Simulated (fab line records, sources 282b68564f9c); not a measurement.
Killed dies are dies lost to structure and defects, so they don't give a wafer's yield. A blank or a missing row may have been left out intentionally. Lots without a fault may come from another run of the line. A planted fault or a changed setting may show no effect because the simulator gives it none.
A lot that was struck, set against a sound lot || flow rit cmos || 21 out of 202 route steps
Sound: the wafers L791.2, L791.4, L791.5. Wafers struck: L799.1, L799.2, L799.5. The cause comes at the end.
At each step with rows: each side's tool, then ch and its chambers, then its first start. Under that, the readings that differ: sound wafers || struck wafers || difference of the means || sigmas: that difference in standard deviations of wafers without a fault.
alike: same words and numbers on both sides, and readings whose means sit less than 2 such deviations apart. not compared: any withheld reading, any reading some wafer has no value for, any bound like >300 that may hide the same value, and any number with overlapping values for which the record gives no deviation.
A row with sigmas, a row that says differs or no value, or rows on one side alone: a step with any of these is where the two part. When numbers do not overlap yet have no deviation, they are printed without sigmas and do not part them. A reading missing from all wafers of one side parts the sides only when that side holds two or more wafers.

first, 3 steps without rows for these wafers: RIT_GATE_CLEAN_02 (cleans in dHF, time 30 s); RIT_GATE_CLEAN_03 (cleans in SC2, time 600 s); RIT_GATE_CLEAN_04 (cleans in dHF, time 60 s).
RIT_FOX2_THK_MEAS_91:
  sound on film metro-03 at day 2 10:08; struck on film metro-02 at day 4 02:08
  alike: FIELD_OXIDE_LEFT_2_THK
then, 2 steps without rows for these wafers: RIT_GATE_OXIDATION_05 (target thk 3 nm, ox time 270 s); RIT_GATE_ANNEAL_06 (time 600 s).
RIT_GATE_THK_MEAS_07:
  sound on film metro-02 at day 2 14:20; struck on film metro-03 at day 4 04:08
  alike: GATE_OXIDE_THK
then, 1 step without rows for these wafers: RIT_GATE_CVD_08 (deposits poly-Si from SiH4, target thk 250 nm, time 2220 s).
RIT_GATE_THK_MEAS_09:
  sound on film metro-03 at day 2 16:01; struck on film metro-02 at day 4 05:49
  alike: GATE_POLY_THK
then, 3 steps without rows for these wafers: RIT_GATE_HMDS_10 (prime time 60 s); RIT_GATE_COAT_11 (resist thk 850 nm); RIT_GATE_SOFTBAKE_12 (time 60 s).
RIT_GATE_EXPOSE_13: exposes mask M6, target cd 150 nm.
  sound on iline stepper-02 ch 0, day 2 16:32; struck on iline stepper-02 ch 0, day 4 06:28
{"reading": "mask", "sound": "M6#0 M6#0 M6#0", "struck": "M6_R1#0 M6_R1#0 M6_R1#0", "difference": "differs", "sigmas": ""}
  alike: reticle temp C
then, 2 steps without rows for these wafers: RIT_GATE_PEB_14; RIT_GATE_DEVELOP_15 (develop time 50 s).
RIT_GATE_CD_MEAS_16: target cd 150 nm.
  sound on cd sem-02 at day 2 16:56; struck on cd sem-01 at day 4 06:52
{"reading": "cd nm (nm)", "sound": "149.2 147.9 149.5", "struck": "195.5 193.8 193.1", "difference": "+45.3", "sigmas": "+20"}
RIT_GATE_OVL_MEAS_17:
  sound on overlay-01 at day 2 17:02; struck on overlay-01 at day 4 06:59
  alike: GATE_OVL
then, 1 step without rows for these wafers: RIT_GATE_HARDBAKE_18 (time 60 s).
RIT_GATE_ETCH_19: etches poly-Si in SF6/CHF3/O2, stops on SiO2, time 165 s, target depth 312.5 nm.
  sound on rie si-01 ch 0,3, day 2 17:13; struck on rie si-01 ch 0,1,2, day 4 07:25
{"reading": "model.GATE.cd nm (nm)", "sound": "149.1 148.3 149.5", "struck": "195.9 193.8 192.9", "difference": "+45.2", "sigmas": ""}
  alike: CHF3_flow_sccm, drypump motor current A, oes product au, throttle valve pct
  not compared: rf hours counter h
RIT_GATE_STRIP_20: strips in O2, time 180 s.
  sound on plasma asher-02 ch 0,1, day 2 17:20; struck on plasma asher-02 ch 0,1, day 4 07:31
  alike: drypump motor current A
  not compared: rf hours counter h
RIT_M1_PROBE_99:
  sound on prober-01 at day 3 13:35; struck on prober-01 at day 5 05:38
{"reading": "killed_at_M0_to_M3", "sound": "0 0 0", "struck": "0 1 1", "difference": "+1", "sigmas": "+4"}
{"reading": "killed at front end", "sound": "5 17 4", "struck": "264 263 263", "difference": "+255", "sigmas": "+85"}
{"reading": "killed dies", "sound": "5 17 4", "struck": "264 264 264", "difference": "+255", "sigmas": "+82"}
{"reading": "killed on rim", "sound": "0 3 1", "struck": "70 70 70", "difference": "+69", "sigmas": "+46"}
  alike: killed at contacts, killed open, killed short

== WHERE THEY PART ==
First at RIT_GATE_EXPOSE_13; last, within this record, at RIT_M1_PROBE_99.

WHY: the cause the simulator had injected
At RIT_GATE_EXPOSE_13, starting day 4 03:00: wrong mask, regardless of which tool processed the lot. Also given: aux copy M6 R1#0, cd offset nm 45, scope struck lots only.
